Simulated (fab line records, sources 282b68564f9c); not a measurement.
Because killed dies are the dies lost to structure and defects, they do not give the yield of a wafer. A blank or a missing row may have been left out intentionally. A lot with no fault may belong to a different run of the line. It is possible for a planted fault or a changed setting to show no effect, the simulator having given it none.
What tool caused it? / flow rit cmos / 13 lots with 39 wafers sampled at 3 steps, on a route of 202 steps

WHAT THE GAUGES READ, wafer by wafer
RIT_PRETRO_OVL_MEAS_06.
lot=L465; measured=day 2 20:11; on=overlay-02; PRETRO_OVL (nm)=1.6 0.9 -0.9
lot=L466; measured=day 2 20:47; on=overlay-01; PRETRO_OVL (nm)=1.6 1.5 1.1
lot=L467; measured=day 3 01:53; on=overlay-02; PRETRO_OVL (nm)=-2.2 -1.2 -1.8
lot=L468; measured=day 3 04:25; on=overlay-02; PRETRO_OVL (nm)=-2.6 0.0 -1.0
lot=L469; measured=day 3 09:31; on=overlay-02; PRETRO_OVL (nm)=0.9 -0.2 -1.5
lot=L470; measured=day 3 15:25; on=overlay-02; PRETRO_OVL (nm)=2.3 1.6 1.7
lot=L472; measured=day 4 00:10; on=overlay-01; PRETRO_OVL (nm)=-0.5 0.2 -0.3
lot=L476; measured=day 5 00:13; on=overlay-02; PRETRO_OVL (nm)=0.3 2.0 1.7
lot=L481; measured=day 5 21:58; on=overlay-01; PRETRO_OVL (nm)=-1.1 1.2 -0.2
lot=L482; measured=day 6 02:46; on=overlay-01; PRETRO_OVL (nm)=-0.4 3.1 1.9
lot=L483; measured=day 6 08:31; on=overlay-01; PRETRO_OVL (nm)=-0.1 -0.6 0.9
lot=L485; measured=day 6 17:09; on=overlay-01; PRETRO_OVL (nm)=-0.2 0.3 0.3
lot=L487; measured=day 7 03:59; on=overlay-01; PRETRO_OVL (nm)=-0.7 -2.9 -2.7

TOOL THAT RAN EACH LOT (tool first, then ch and the chambers of the sampled wafers, then the start)
lot=L465; RIT_ACTIVE_STRIP_14=plasma asher-03 ch 0,1, day 2 01:36; RIT_NRETRO_STRIP_09=plasma asher-03 ch 0,1, day 2 18:56
lot=L466; RIT_ACTIVE_STRIP_14=plasma asher-02 ch 0,1, day 2 01:53; RIT_NRETRO_STRIP_09=plasma asher-01 ch 0,1, day 2 19:32
lot=L467; RIT_ACTIVE_STRIP_14=plasma asher-03 ch 0,1, day 2 06:21; RIT_NRETRO_STRIP_09=plasma asher-01 ch 0,1, day 3 00:49
lot=L468; RIT_ACTIVE_STRIP_14=plasma asher-01 ch 0,1, day 2 12:25; RIT_NRETRO_STRIP_09=plasma asher-04 ch 0,1, day 3 03:00
lot=L469; RIT_ACTIVE_STRIP_14=plasma asher-03 ch 0,1, day 2 16:03; RIT_NRETRO_STRIP_09=plasma asher-01 ch 0, day 3 08:16
lot=L470; RIT_ACTIVE_STRIP_14=plasma asher-02 ch 0,1, day 2 21:55; RIT_NRETRO_STRIP_09=plasma asher-01 ch 0, day 3 14:18
lot=L472; RIT_ACTIVE_STRIP_14=plasma asher-02 ch 0, day 3 06:50; RIT_NRETRO_STRIP_09=plasma asher-03 ch 0,1, day 3 22:35
lot=L476; RIT_ACTIVE_STRIP_14=plasma asher-01 ch 0,1, day 4 04:44; RIT_NRETRO_STRIP_09=plasma asher-04 ch 0,1, day 4 22:59
lot=L481; RIT_ACTIVE_STRIP_14=plasma asher-01 ch 0,1, day 5 05:58; RIT_NRETRO_STRIP_09=plasma asher-04 ch 0,1, day 5 20:31
lot=L482; RIT_ACTIVE_STRIP_14=plasma asher-03 ch 0,1, day 5 09:04; RIT_NRETRO_STRIP_09=plasma asher-03 ch 0,1, day 6 01:28
lot=L483; RIT_ACTIVE_STRIP_14=plasma asher-01 ch 0,1, day 5 15:22; RIT_NRETRO_STRIP_09=plasma asher-01 ch 0,1, day 6 07:25
lot=L485; RIT_ACTIVE_STRIP_14=plasma asher-02 ch 0,1, day 6 00:34; RIT_NRETRO_STRIP_09=plasma asher-04 ch 0,1, day 6 15:54
lot=L487; RIT_ACTIVE_STRIP_14=plasma asher-02 ch 1, day 6 11:32; RIT_NRETRO_STRIP_09=plasma asher-01 ch 0, day 7 02:52
- RIT_ACTIVE_STRIP_14: strips in O2, time 180 s.
- RIT_NRETRO_STRIP_09: strips in O2, time 180 s.

AS READ BY THE TOOLS THEMSELVES (means over the sampled wafers that have a number; for cases with no such wafer, the mark the record gives instead)
RIT_ACTIVE_STRIP_14.
lot=L465; tool=plasma asher-03; drypump motor current A (A)=5.8
lot=L466; tool=plasma asher-02; drypump motor current A (A)=5.6
lot=L467; tool=plasma asher-03; drypump motor current A (A)=5.8
lot=L468; tool=plasma asher-01; drypump motor current A (A)=5.2
lot=L469; tool=plasma asher-03; drypump motor current A (A)=5.7
lot=L470; tool=plasma asher-02; drypump motor current A (A)=5.8
lot=L472; tool=plasma asher-02; drypump motor current A (A)=5.3
lot=L476; tool=plasma asher-01; drypump motor current A (A)=5.1
lot=L481; tool=plasma asher-01; drypump motor current A (A)=5.2
lot=L482; tool=plasma asher-03; drypump motor current A (A)=5.7
lot=L483; tool=plasma asher-01; drypump motor current A (A)=5.1
lot=L485; tool=plasma asher-02; drypump motor current A (A)=5.8
lot=L487; tool=plasma asher-02; drypump motor current A (A)=6.1

RIT_NRETRO_STRIP_09.
lot=L465; tool=plasma asher-03; drypump motor current A (A)=5.8
lot=L466; tool=plasma asher-01; drypump motor current A (A)=5.2
lot=L467; tool=plasma asher-01; drypump motor current A (A)=5.2
lot=L468; tool=plasma asher-04; drypump motor current A (A)=5.6
lot=L469; tool=plasma asher-01; drypump motor current A (A)=4.9
lot=L470; tool=plasma asher-01; drypump motor current A (A)=4.9
lot=L472; tool=plasma asher-03; drypump motor current A (A)=5.8
lot=L476; tool=plasma asher-04; drypump motor current A (A)=5.4
lot=L481; tool=plasma asher-04; drypump motor current A (A)=5.6
lot=L482; tool=plasma asher-03; drypump motor current A (A)=5.7
lot=L483; tool=plasma asher-01; drypump motor current A (A)=5.2
lot=L485; tool=plasma asher-04; drypump motor current A (A)=5.6
lot=L487; tool=plasma asher-01; drypump motor current A (A)=4.9

THE ANSWER, worked out from the rows above alone
Rule: the usual values come from the lots themselves. Put in order of their means at a reading, lots are off if they are a third of the lots or fewer, leave a main group of 4 or more, and stand apart from it by a gap of 3 or more times the standard deviation of the main group's means; of several such gaps the widest counts. Not used: any main group whose means are identical at the precision the tables above print for the reading. A lot without any number at a reading at which 4 lots or more have one is off too. All remaining lots with rows at the step are treated as sound. First the gauges in route order, then the tools' own readings, where a lot's mean is used as printed above. The first step at which some lot is off is used, and at that step the reading that is off furthest; a lot without a number counts as furthest.
No lot is off on any of the readings shown, so nothing can be concluded from this.

WHAT THE SIMULATOR PUT IN
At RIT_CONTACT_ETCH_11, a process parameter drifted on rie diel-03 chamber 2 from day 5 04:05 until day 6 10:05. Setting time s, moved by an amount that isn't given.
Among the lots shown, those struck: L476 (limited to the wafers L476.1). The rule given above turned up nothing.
